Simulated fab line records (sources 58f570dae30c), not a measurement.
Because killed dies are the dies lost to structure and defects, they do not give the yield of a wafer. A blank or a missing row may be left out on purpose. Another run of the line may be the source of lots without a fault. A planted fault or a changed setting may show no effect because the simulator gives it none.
Which tool did it? ; flow berkeleyCmos170 ; 15 lots with 45 wafers sampled at 5 steps, on a route of 331 steps

== WHAT THE GAUGES SHOWED, per wafer ==
UCB170_NWELL_TW_MEAS_16.
lot;measured;on;NWELL_TW
L627;day 2 04:32;filmMetro-04;1243 1247 1246
L628;day 2 16:22;filmMetro-04;1245 1252 1247
L629;day 2 23:44;filmMetro-02;1256 1251 1254
L630;day 3 00:00;filmMetro-02;1254 1252 1256
L631;day 3 03:50;filmMetro-03;1245 1248 1245
L633;day 3 16:04;filmMetro-02;1252 1254 1257
L634;day 3 21:58;filmMetro-03;1242 1246 1248
L635;day 4 05:35;filmMetro-04;1233 1238 1241
L636;day 4 10:35;filmMetro-04;1239 1245 1245
L637;day 4 14:50;filmMetro-04;1242 1242 1239
L639;day 5 06:21;filmMetro-03;1247 1249 1237
L641;day 5 16:36;filmMetro-04;1245 1242 1249
L647;day 6 16:58;filmMetro-04;1252 1251 1252
L648;day 7 00:42;filmMetro-03;1239 1243 1240
L649;day 7 05:22;filmMetro-03;1245 1245 1239

UCB170_GATE_CD_MEAS_12: the cd target is 350 nm.
lot;measured;on;cdNm (nm)
L627;day 6 16:04;cdSem-01;350.6 351.9 351.0
L628;day 7 03:35;cdSem-01;349.0 349.8 349.5
L629;day 8 09:16;cdSem-01;350.6 350.1 352.5
L630;day 8 09:44;cdSem-01;350.5 351.0 350.3
L631;day 8 09:22;cdSem-01;349.9 350.2 350.0
L633;day 8 18:32;cdSem-01;350.0 350.4 352.3
L634;day 8 18:47;cdSem-01;352.1 351.1 352.1
L635;day 9 08:38;cdSem-01;378.3 376.6 377.2
L636;day 9 08:22;cdSem-01;378.3 379.0 377.9
L637;day 9 19:16;cdSem-01;363.5 363.3 363.5
L639;day 9 20:23;cdSem-01;362.4 362.1 363.3
L641;day 10 20:38;cdSem-01;348.8 347.5 348.3
L647;day 11 11:24;cdSem-02;349.7 349.3 348.3
L648;day 12 01:26;cdSem-01;349.1 349.6 349.7
L649;day 12 01:15;cdSem-01;350.1 350.6 350.3

UCB170_NSD_TW_MEAS_10.
lot;measured;on;NSD_TW
L627;day 7 10:14;filmMetro-02;4179 4144 4174
L628;day 7 23:57;filmMetro-01;4148 4147 4129
L629;day 8 23:12;filmMetro-04;4174 4163 4157
L630;day 8 22:56;filmMetro-04;4157 4160 4159
L631;day 8 22:44;filmMetro-04;4167 4167 4161
L633;day 9 09:08;filmMetro-01;4163 4160 4125
L634;day 9 09:37;filmMetro-01;4159 4166 4148
L635;day 10 00:20;filmMetro-02;4177 4187 4185
L636;day 9 23:42;filmMetro-01;4140 4143 4151
L637;day 10 10:58;filmMetro-04;4193 4212 4216
L639;day 10 11:25;filmMetro-04;4215 4217 4201
L641;day 11 12:23;filmMetro-04;4219 4181 4218
L647;day 12 03:38;filmMetro-02;4234 4223 4213
L648;day 12 17:02;filmMetro-04;4146 4160 4160
L649;day 12 16:44;filmMetro-02;4211 4228 4192

== WHAT TOOL EACH LOT RAN ON (gives the tool, then ch and the chambers of the sampled wafers, and finally the start) ==
lot;UCB170_GATE_EXPOSE_09;UCB170_GATE_STRIP_16
L627;krfScanner-01 ch 0, day 6 15:32;plasmaAsher-01 ch 0,1, day 6 16:19
L628;krfScanner-01 ch 0, day 7 03:08;plasmaAsher-03 ch 0,1, day 7 03:49
L629;krfScanner-02 ch 0, day 8 08:53;plasmaAsher-01 ch 0, day 8 09:30
L630;krfScanner-01 ch 0, day 8 09:14;plasmaAsher-03 ch 0, day 8 09:58
L631;krfScanner-02 ch 0, day 8 08:59;plasmaAsher-02 ch 0,1, day 8 09:37
L633;krfScanner-01 ch 0, day 8 18:08;plasmaAsher-01 ch 0,1, day 8 18:46
L634;krfScanner-02 ch 0, day 8 18:24;plasmaAsher-02 ch 0,1, day 8 19:02
L635;krfScanner-01 ch 0, day 9 07:47;plasmaAsher-03 ch 0,1, day 9 08:53
L636;krfScanner-01 ch 0, day 9 07:34;plasmaAsher-02 ch 0,1, day 9 08:36
L637;krfScanner-01 ch 0, day 9 18:34;plasmaAsher-03 ch 0,1, day 9 19:31
L639;krfScanner-01 ch 0, day 9 19:17;plasmaAsher-03 ch 0,1, day 9 20:38
L641;krfScanner-02 ch 0, day 10 20:15;plasmaAsher-01 ch 0,1, day 10 20:53
L647;krfScanner-02 ch 0, day 11 10:48;plasmaAsher-02 ch 0,1, day 11 11:37
L648;krfScanner-02 ch 0, day 12 00:55;plasmaAsher-02 ch 0,1, day 12 01:41
L649;krfScanner-02 ch 0, day 12 00:45;plasmaAsher-03 ch 0,1, day 12 01:29
- UCB170_GATE_EXPOSE_09: exposes mask POLY, target cd 350 nm.
- UCB170_GATE_STRIP_16: strips in O2.

== WHAT THE TOOLS THEMSELVES READ (means of the sampled wafers that have a number; where no wafer has one, the mark that the record gives instead) ==
UCB170_GATE_EXPOSE_09.
lot;tool;exposureDoseMJCm2;focusOffsetNm (nm)
L627;krfScanner-01;21.014;-0.1
L628;krfScanner-01;20.999;-0.2
L629;krfScanner-02;21.002;0.3
L630;krfScanner-01;21.000;-0.2
L631;krfScanner-02;20.984;-0.7
L633;krfScanner-01;20.996;0.0
L634;krfScanner-02;21.017;0.3
L635;krfScanner-01;18.189;0.8
L636;krfScanner-01;18.188;0.0
L637;krfScanner-01;19.187;0.0
L639;krfScanner-01;19.558;0.4
L641;krfScanner-02;21.008;0.0
L647;krfScanner-02;21.005;0.0
L648;krfScanner-02;21.031;0.6
L649;krfScanner-02;20.965;-0.2

UCB170_GATE_STRIP_16.
lot;tool;drypumpMotorCurrentA (A);oesProductAu (a.u.)
L627;plasmaAsher-01;6.26;0.724
L628;plasmaAsher-03;6.31;0.721
L629;plasmaAsher-01;6.27;0.724
L630;plasmaAsher-03;6.51;0.727
L631;plasmaAsher-02;5.86;0.725
L633;plasmaAsher-01;6.25;0.720
L634;plasmaAsher-02;5.87;0.723
L635;plasmaAsher-03;6.30;0.725
L636;plasmaAsher-02;5.85;0.723
L637;plasmaAsher-03;6.10;0.725
L639;plasmaAsher-03;6.09;0.724
L641;plasmaAsher-01;6.27;0.724
L647;plasmaAsher-02;6.05;0.723
L648;plasmaAsher-02;6.05;0.722
L649;plasmaAsher-03;6.30;0.721

== THE ANSWER, worked out from the rows above alone ==
Rule: usual is defined by the lots themselves. Put in order of their means at a reading, lots are off if they are a third of the lots or fewer, leave a main group of 4 or more, and stand apart from it by a gap of 3 or more times the standard deviation of the main group's means; of several such gaps the widest counts. Not used: any main group whose means are identical at the precision the tables above print for the reading. A lot without any number at a reading at which 4 lots or more have one is off too. All remaining lots with rows at the step are treated as sound. First the gauges in route order, then the tools' own readings, where a lot's mean is used as printed above. At the first step where some lot is off, the reading lying furthest off is the one used; lots without a number count as furthest.
Off at UCB170_GATE_CD_MEAS_12 (cdNm): L635, L636, L637, L639. Main group: mean 350.2 nm, sd 1.
A tool fits if, at a process step before that reading, it ran every lot that is off, and no sound lot after the first of them. Not tried: the gauges at UCB170_GATE_CD_MEAS_12; whatever is off there is also off at UCB170_GATE_EXPOSE_09, on other tools, and gauge error can't account for it. One fits: UCB170_GATE_EXPOSE_09 on krfScanner-01. Its last sound lot is L633 (day 8 18:08), its first lot that is off L636 (day 9 07:34): a fault that began between those two fits.
On the lots that are off, the tool's own readings at UCB170_GATE_EXPOSE_09 differ by more than 5 times the standard deviation of the sound lots' means, which bears it out; exposureDoseMJCm2 reads 18.780 there versus 21.002 on the sound lots.

== WHAT WAS PUT IN BY THE SIMULATOR ==
Process parameters drifting: krfScanner-01 at UCB170_GATE_EXPOSE_09, beginning at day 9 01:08. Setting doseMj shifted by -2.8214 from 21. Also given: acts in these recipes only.
Shown lots that were struck: L635, L636, L637, L639. The rule above found the same.
